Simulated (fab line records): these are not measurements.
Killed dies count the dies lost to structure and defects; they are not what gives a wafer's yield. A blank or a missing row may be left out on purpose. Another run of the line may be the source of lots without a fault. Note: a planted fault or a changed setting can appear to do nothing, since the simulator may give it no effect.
Split-lot trial :: flow berkeley-cmos170 :: 23 wafers read across 5 lots, on a route 331 steps long

## ON THE SPLIT
At UCB170_START_OXIDATION_02 (target thk 20 nm, ox time 1800 s), the setting temp-c was moved away from the recipe's 950 C on 20 of the 23 wafers read, by -2.9% to +2.5%. For the rest of the wafers, this setting stayed at what the recipe calls for.

No step appears in the file between the split and the reading.

## THE READING
Values of START_OXIDE_THK in nm from UCB170_START_THK_MEAS_03. Fault-free wafers of this fab line usually give 20.1 nm, standard deviation 0.35 nm.

wafer: L080.1
tool, chamber at the split: -, -
temp-c as run, C: 922.5
against the recipe: -2.9%
START_OXIDE_THK, nm: 15.0
against lot-mates on the recipe: no lot-mate on the recipe

wafer: L080.2
tool, chamber at the split: -, -
temp-c as run, C: 922.5
against the recipe: -2.9%
START_OXIDE_THK, nm: 14.9
against lot-mates on the recipe: no lot-mate on the recipe

wafer: L080.4
tool, chamber at the split: -, -
temp-c as run, C: 922.5
against the recipe: -2.9%
START_OXIDE_THK, nm: 14.8
against lot-mates on the recipe: no lot-mate on the recipe

wafer: L080.5
tool, chamber at the split: -, -
temp-c as run, C: 922.5
against the recipe: -2.9%
START_OXIDE_THK, nm: 15.0
against lot-mates on the recipe: no lot-mate on the recipe

wafer: L080.6
tool, chamber at the split: -, -
temp-c as run, C: 922.5
against the recipe: -2.9%
START_OXIDE_THK, nm: 14.8
against lot-mates on the recipe: no lot-mate on the recipe

wafer: L081.1
tool, chamber at the split: -, -
temp-c as run, C: 973.1
against the recipe: +2.4%
START_OXIDE_THK, nm: 24.5
against lot-mates on the recipe: no lot-mate on the recipe

wafer: L081.2
tool, chamber at the split: -, -
temp-c as run, C: 973.1
against the recipe: +2.4%
START_OXIDE_THK, nm: 24.9
against lot-mates on the recipe: no lot-mate on the recipe

wafer: L081.3
tool, chamber at the split: -, -
temp-c as run, C: 973.1
against the recipe: +2.4%
START_OXIDE_THK, nm: 25.2
against lot-mates on the recipe: no lot-mate on the recipe

wafer: L081.4
tool, chamber at the split: -, -
temp-c as run, C: 973.1
against the recipe: +2.4%
START_OXIDE_THK, nm: 25.1
against lot-mates on the recipe: no lot-mate on the recipe

wafer: L081.6
tool, chamber at the split: -, -
temp-c as run, C: 973.1
against the recipe: +2.4%
START_OXIDE_THK, nm: 25.5
against lot-mates on the recipe: no lot-mate on the recipe

wafer: L082.2
tool, chamber at the split: furnace-04, 0
temp-c as run, C: 950
against the recipe: recipe
START_OXIDE_THK, nm: 19.2
against lot-mates on the recipe: -

wafer: L082.3
tool, chamber at the split: furnace-04, 0
temp-c as run, C: 950
against the recipe: recipe
START_OXIDE_THK, nm: 19.3
against lot-mates on the recipe: -

wafer: L082.6
tool, chamber at the split: furnace-04, 0
temp-c as run, C: 950
against the recipe: recipe
START_OXIDE_THK, nm: 19.2
against lot-mates on the recipe: -

wafer: L084.1
tool, chamber at the split: -, -
temp-c as run, C: 973.3
against the recipe: +2.5%
START_OXIDE_THK, nm: 24.8
against lot-mates on the recipe: no lot-mate on the recipe

wafer: L084.2
tool, chamber at the split: -, -
temp-c as run, C: 973.3
against the recipe: +2.5%
START_OXIDE_THK, nm: 24.8
against lot-mates on the recipe: no lot-mate on the recipe

wafer: L084.3
tool, chamber at the split: -, -
temp-c as run, C: 973.3
against the recipe: +2.5%
START_OXIDE_THK, nm: 25.1
against lot-mates on the recipe: no lot-mate on the recipe

wafer: L084.4
tool, chamber at the split: -, -
temp-c as run, C: 973.3
against the recipe: +2.5%
START_OXIDE_THK, nm: 25.3
against lot-mates on the recipe: no lot-mate on the recipe

wafer: L084.5
tool, chamber at the split: -, -
temp-c as run, C: 973.3
against the recipe: +2.5%
START_OXIDE_THK, nm: 25.3
against lot-mates on the recipe: no lot-mate on the recipe

wafer: L085.1
tool, chamber at the split: -, -
temp-c as run, C: 972.2
against the recipe: +2.3%
START_OXIDE_THK, nm: 24.5
against lot-mates on the recipe: no lot-mate on the recipe

wafer: L085.2
tool, chamber at the split: -, -
temp-c as run, C: 972.2
against the recipe: +2.3%
START_OXIDE_THK, nm: 24.6
against lot-mates on the recipe: no lot-mate on the recipe

wafer: L085.3
tool, chamber at the split: -, -
temp-c as run, C: 972.2
against the recipe: +2.3%
START_OXIDE_THK, nm: 24.5
against lot-mates on the recipe: no lot-mate on the recipe

wafer: L085.4
tool, chamber at the split: -, -
temp-c as run, C: 972.2
against the recipe: +2.3%
START_OXIDE_THK, nm: 24.4
against lot-mates on the recipe: no lot-mate on the recipe

wafer: L085.6
tool, chamber at the split: -, -
temp-c as run, C: 972.2
against the recipe: +2.3%
START_OXIDE_THK, nm: 24.5
against lot-mates on the recipe: no lot-mate on the recipe

FIT RESULTS
A straight line over all 23 wafers: START_OXIDE_THK changes by +1.91 nm for each +1% of temp-c; r = +0.99; the points scatter about the line by 0.46 nm.
Too few moved wafers with a lot-mate on the recipe to fit a line net of each lot's own level.

## THE WHOLE CHAIN: every reading that the file lists as answering this split, in the file's order
step: UCB170_START_OXIDATION_02
what it does: target thk 20 nm, ox time 1800 s
reading: SiO2_of_START_OXIDATION_02.thk-nm (the simulator's own value, which no gauge read)
change (the file's fit): +1.91 nm for each +1% of the setting
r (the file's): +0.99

step: UCB170_START_THK_MEAS_03
what it does: 
reading: START_OXIDE_THK
change (the file's fit): +1.91 for each +1% of the setting
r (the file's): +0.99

## THE FILE'S OWN FIT
START_OXIDE_THK changes by +1.91 nm for each +1% of temp-c, r = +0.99.
